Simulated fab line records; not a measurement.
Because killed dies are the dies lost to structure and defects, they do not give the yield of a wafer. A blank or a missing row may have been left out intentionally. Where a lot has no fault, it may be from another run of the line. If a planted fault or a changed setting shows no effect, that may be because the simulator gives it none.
fab line records	flow berkeley-cmos170
[record] lots = 15	wafers = 45	last-day = 13
route steps=331 shown PSD@178
lots with no fault: from the same line, run without faults
start-h: start of the lot's first displayed wafer, in hours after the record's first day	wait-h: hours since the lot's step before	" repeats the value in the row above	L1.1+2: one row covering several wafers at once	- no value, or no start was given	* or withheld: withheld	< > ~ a bound
route shown NAME@n: NAME is a module with steps in the file, n the number in the route of the first one	usual: average and standard deviation across the fault-free wafers	same: alike in all rows	chamber/n: place in a boat	sites: the reading at each site	_std_site: standard deviation of those values	_edge_site: the outer-site mean with the inner-site mean subtracted	radius-mm: how far each site lies from the wafer's centre	mask NAME#n: copy n	behind: the tool/chamber that last shaped the wafer	hold: why the lot was held/for how many hours/how that ended	device: which transistor (n, p or np) failed to switch	end of line: the same wafers' tests at the end of the route	for a step that has no rows: nothing shown but its recipe	killed: dies lost to structure and defects at the first sort, not the wafer's yield	map: per-die view of a wafer (x killed, . not killed, _ where there is no die)
set.NAME: the setting as run; set.NAME@STEP: as run at that earlier step	model.NAME: the simulator's own value behind a step, which no gauge read
route steps across a sampled set of lots; one table per step, one row per wafer
services: a tool's chamber out of use, with start hour (start-h, from the record's first day; less than 0 if before it), hours out, and reason
[[steps]]
[step UCB170_PSD_EXPOSE_03]
[recipe] mask-id = PSELECT_MOD	na = 0.5	sigma-outer = 0.6	source-shape = conventional	target-cd-nm = 1200	dose-mj = 30
[usual] exposure-dose-mJ-cm2 = 29.982/0.025	focus-offset-nm = -0.1/0.52
lot.wafer	tool	chamber	start-h	wait-h	mask	exposure-dose-mJ-cm2	focus-offset-nm
L175.1	krf-scanner-02	0	168.03	0.2	PSELECT_MOD#0	29.964	1.1
L175.2	"	0	"	"	PSELECT_MOD#0	29.974	-0.1
L175.5	"	0	"	"	PSELECT_MOD#0	29.954	0.4
L174.2	krf-scanner-01	0	168.29	0.4	PSELECT_MOD#0	29.992	-0.4
L174.5	"	0	"	"	PSELECT_MOD#0	29.996	-0.5
L174.6	"	0	"	"	PSELECT_MOD#0	30.014	-0.4
L176.1	krf-scanner-01	0	183.92	0.1	PSELECT_MOD#0	29.957	0.7
L176.2	"	0	"	"	PSELECT_MOD#0	29.953	-0.4
L176.4	"	0	"	"	PSELECT_MOD#0	30.000	0.3
L177.1	krf-scanner-02	0	184.18	0.2	PSELECT_MOD#0	29.991	-0.5
L177.2	"	0	"	"	PSELECT_MOD#0	29.992	-0.1
L177.4	"	0	"	"	PSELECT_MOD#0	30.005	0.0
L178.3	krf-scanner-02	0	198.63	0.3	PSELECT_MOD#0	30.004	-0.6
L178.4	"	0	"	"	PSELECT_MOD#0	30.009	-0.4
L178.5	"	0	"	"	PSELECT_MOD#0	29.984	0.2
L182.1	krf-scanner-02	0	199.23	0.5	PSELECT_MOD#0	30.031	-0.4
L182.2	"	0	"	"	PSELECT_MOD#0	30.009	0.2
L182.5	"	0	"	"	PSELECT_MOD#0	29.971	-1.3
L183.2	krf-scanner-02	0	210.27	0.1	PSELECT_MOD#0	29.998	-0.3
L183.3	"	0	"	"	PSELECT_MOD#0	29.971	-0.2
L183.5	"	0	"	"	PSELECT_MOD#0	29.997	-0.5
L184.2	krf-scanner-01	-	210.52	0.3	PSELECT_MOD#0	-	-
L184.4	"	-	"	"	PSELECT_MOD#0	-	-
L184.5	"	-	"	"	PSELECT_MOD#0	-	-
L185.3	krf-scanner-01	-	231.03	0.1	PSELECT_MOD#0	-	-
L185.4	"	-	"	"	PSELECT_MOD#0	-	-
L185.5	"	-	"	"	PSELECT_MOD#0	-	-
L186.1	krf-scanner-02	-	231.23	0.3	PSELECT_MOD#0	-	-
L186.3	"	-	"	"	PSELECT_MOD#0	-	-
L186.5	"	-	"	"	PSELECT_MOD#0	-	-
L189.3	krf-scanner-01	0	250.66	0.1	PSELECT_MOD#0	30.007	0.4
L189.4	"	0	"	"	PSELECT_MOD#0	29.959	0.3
L189.6	"	0	"	"	PSELECT_MOD#0	29.948	-0.2
L194.1	krf-scanner-01	0	265.45	0.2	PSELECT_MOD#0	29.946	1.0
L194.4	"	0	"	"	PSELECT_MOD#0	29.944	0.1
L194.5	"	0	"	"	PSELECT_MOD#0	30.020	0.6
L195.2	krf-scanner-02	0	265.71	0.5	PSELECT_MOD#0	30.009	0.2
L195.3	"	0	"	"	PSELECT_MOD#0	29.996	0.0
L195.5	"	0	"	"	PSELECT_MOD#0	29.983	-0.2
L196.3	krf-scanner-01	0	292.94	0.4	PSELECT_MOD#0	30.009	0.4
L196.4	"	0	"	"	PSELECT_MOD#0	29.974	0.6
L196.5	"	0	"	"	PSELECT_MOD#0	29.951	0.5
L197.1	krf-scanner-01	0	293.50	0.5	PSELECT_MOD#0	29.962	-0.3
L197.2	"	0	"	"	PSELECT_MOD#0	29.947	-0.8
L197.4	"	0	"	"	PSELECT_MOD#0	29.950	-1.0
[[services]]
tool	chamber	start-h	hours	kind
krf-scanner-02	-	144.60	2.0	repair
krf-scanner-02	-	158.40	3.6	repair
krf-scanner-01	-	178.11	1.0	pm
krf-scanner-02	-	205.45	1.0	pm
krf-scanner-02	-	216.47	1.1	repair
krf-scanner-02	-	221.58	0.2	repair
krf-scanner-01	0	244.24	-	calibration
krf-scanner-02	-	246.82	0.8	pm
krf-scanner-01	-	251.55	1.0	repair
krf-scanner-01	-	252.71	0.8	pm
krf-scanner-02	0	287.39	-	calibration
[[key]]
[first-sign] step = UCB170_PSD_EXPOSE_03	reading = tool-record	direction = missing
effect none on later readings
met-at UCB170_PSD_EXPOSE_03
struck-lots L184,L185,L186
sort-left-out L184.2,L184.4,L184.5,L185.3,L185.4,L185.5,L186.1,L186.3,L186.5
tester-left-out L184,L185,L186
onset-between 210.27 210.52
[fault] kind = skipped-step-whole	tool = krf-scanner-01,krf-scanner-02	chamber = -	onset-h = 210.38	steps = UCB170_PSD_EXPOSE_03	scope = struck-lots-only
// tester-left-out: of these lots the tester's yield and bins aren't shown, on N5 and GAA mostly nor the transistor test; their killed dies are dies lost to structure and defects alone, not to doping, threshold or leakage, so they don't give the yield
// sort-left-out: the simulated sort isn't trusted on such a fault, so these wafers' sort isn't shown, and their yield isn't known
